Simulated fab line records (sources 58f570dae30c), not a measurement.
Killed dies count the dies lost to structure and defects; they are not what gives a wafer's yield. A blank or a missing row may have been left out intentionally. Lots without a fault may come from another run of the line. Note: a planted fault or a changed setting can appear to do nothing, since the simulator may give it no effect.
Which of the tools did it? | flow berkeley cmos170 | 12 lots, 36 wafers sampled, at 2 steps of a route of 331

WHAT THE GAUGES READ, wafer by wafer
UCB170_PWELL_THK_MEAS_06.
lot  | measured    | on            | PWELL_NITRIDE_THK (nm)
L617 | day 3 01:37 | film metro-04 | 224.6 223.5 224.1
L618 | day 3 01:37 | film metro-02 | 222.8 223.4 222.1
L619 | day 3 11:08 | film metro-02 | 223.8 222.6 222.7
L620 | day 3 16:06 | film metro-01 | 219.8 220.2 220.4
L621 | day 3 17:23 | film metro-01 | 220.1 221.9 221.9
L622 | day 3 21:58 | film metro-01 | 218.5 218.3 216.5
L623 | day 4 12:37 | film metro-01 | 219.1 221.1 221.4
L626 | day 4 20:12 | film metro-02 | 217.4 217.3 216.5
L628 | day 5 10:01 | film metro-04 | 323.5 324.1 324.0
L629 | day 5 10:01 | film metro-02 | 323.2 320.7 321.8
L633 | day 6 11:17 | film metro-01 | 220.0 220.6 217.7
L639 | day 7 19:46 | film metro-01 | 218.7 221.3 219.0

TOOL THAT RAN EACH LOT (tool first, then ch and the chambers of the sampled wafers, then the start)
lot  | UCB170_PWELL_CVD_05
L617 | lpcvd-01 ch 0, day 2 23:41
L618 | lpcvd-01 ch 0, day 2 23:41
L619 | lpcvd-01 ch 0, day 3 08:15
L620 | lpcvd-01 ch 1, day 3 13:14
L621 | lpcvd-02 ch 0, day 3 15:26
L622 | lpcvd-02 ch 0, day 3 20:04
L623 | lpcvd-02 ch 0, day 4 10:42
L626 | lpcvd-01 ch 0, day 4 18:16
L628 | lpcvd-01 ch 0, day 5 08:05
L629 | lpcvd-01 ch 0, day 5 08:05
L633 | lpcvd-02 ch 1, day 6 09:23
L639 | lpcvd-02 ch 1, day 7 16:53
- UCB170_PWELL_CVD_05: deposits Si3N4 from SiH2Cl2/NH3, target thk 220 nm, time 3300 s.

AS READ BY THE TOOLS THEMSELVES (means over the sampled wafers that have a number; for cases with no such wafer, the mark the record gives instead)
UCB170_PWELL_CVD_05.
lot  | tool     | spike tc centre C (C) | spike tc load C (C) | spike tc source C (C) | susceptor temp C (C) | zone power source pct (%)
L617 | lpcvd-01 | 802.3                 | 819.7               | 823.6                 | 799.6                | 22.5
L618 | lpcvd-01 | 803.6                 | 820.1               | 823.9                 | 800.2                | 22.5
L619 | lpcvd-01 | 803.0                 | 820.0               | 824.0                 | 800.7                | 22.5
L620 | lpcvd-01 | 802.3                 | 821.1               | 823.7                 | 800.2                | 16.0
L621 | lpcvd-02 | 804.4                 | 824.2               | 821.1                 | 800.6                | 19.8
L622 | lpcvd-02 | 803.8                 | 823.6               | 821.3                 | 800.0                | 19.6
L623 | lpcvd-02 | 802.9                 | 823.7               | 821.0                 | 800.1                | 20.0
L626 | lpcvd-01 | 803.2                 | 819.7               | 823.5                 | 799.5                | 22.6
L628 | lpcvd-01 | 824.9                 | 840.9               | 846.6                 | 821.7                | 23.8
L629 | lpcvd-01 | 823.3                 | 841.3               | 846.6                 | 821.5                | 24.0
L633 | lpcvd-02 | 803.8                 | 826.7               | 824.1                 | 800.2                | 16.8
L639 | lpcvd-02 | 803.7                 | 825.2               | 823.0                 | 800.6                | 17.0

THE ANSWER, worked out from the rows above alone
Rule: what is usual is taken from the lots themselves. Put in order of their means at a reading, lots are off if they are a third of the lots or fewer, leave a main group of 4 or more, and stand apart from it by a gap of 3 or more times the standard deviation of the main group's means; of several such gaps the widest counts. A main group is skipped when, at the precision printed for the reading in the tables above, its means are all equal. Also off: a lot with no number at a reading for which 4 or more lots have one. All remaining lots with rows at the step are treated as sound. First the gauges in route order, then the tools' own readings, where a lot's mean is used as printed above. At the first step where some lot is off, the reading lying furthest off is the one used; lots without a number count as furthest.
Off: at UCB170_PWELL_THK_MEAS_06 (PWELL_NITRIDE_THK), L628, L629. For the main group the mean is 220.6 nm and the standard deviation 2.1.
A tool fits if, at a process step before that reading, it ran every lot that is off, and no sound lot after the first of them. The gauges at UCB170_PWELL_THK_MEAS_06 aren't tried: what is off there is off at UCB170_PWELL_CVD_05 too, on other tools, and a gauge's error can't cause that. One fits: lpcvd-01 at UCB170_PWELL_CVD_05. Its last sound lot is L626 (day 4 18:16), its first lot that is off L628 (day 5 08:05): a fault that began between those two fits.
The tool's own readings at UCB170_PWELL_CVD_05 bear it out: on the lots that are off they differ by more than 5 times the standard deviation of the sound lots' means. spike tc centre C reads 824.1 C there against 803.3 C on the sound lots; spike tc load C reads 841.1 C there against 822.4 C on the sound lots; spike tc source C reads 846.6 C there against 822.9 C on the sound lots; susceptor temp C reads 821.6 C there against 800.2 C on the sound lots.

WHAT HAD BEEN PUT IN BY THE SIMULATOR
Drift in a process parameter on lpcvd-01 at UCB170_PWELL_CVD_05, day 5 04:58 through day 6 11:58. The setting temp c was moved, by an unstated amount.
Struck lots among those shown: L628, L629. The rule above reached the same finding.
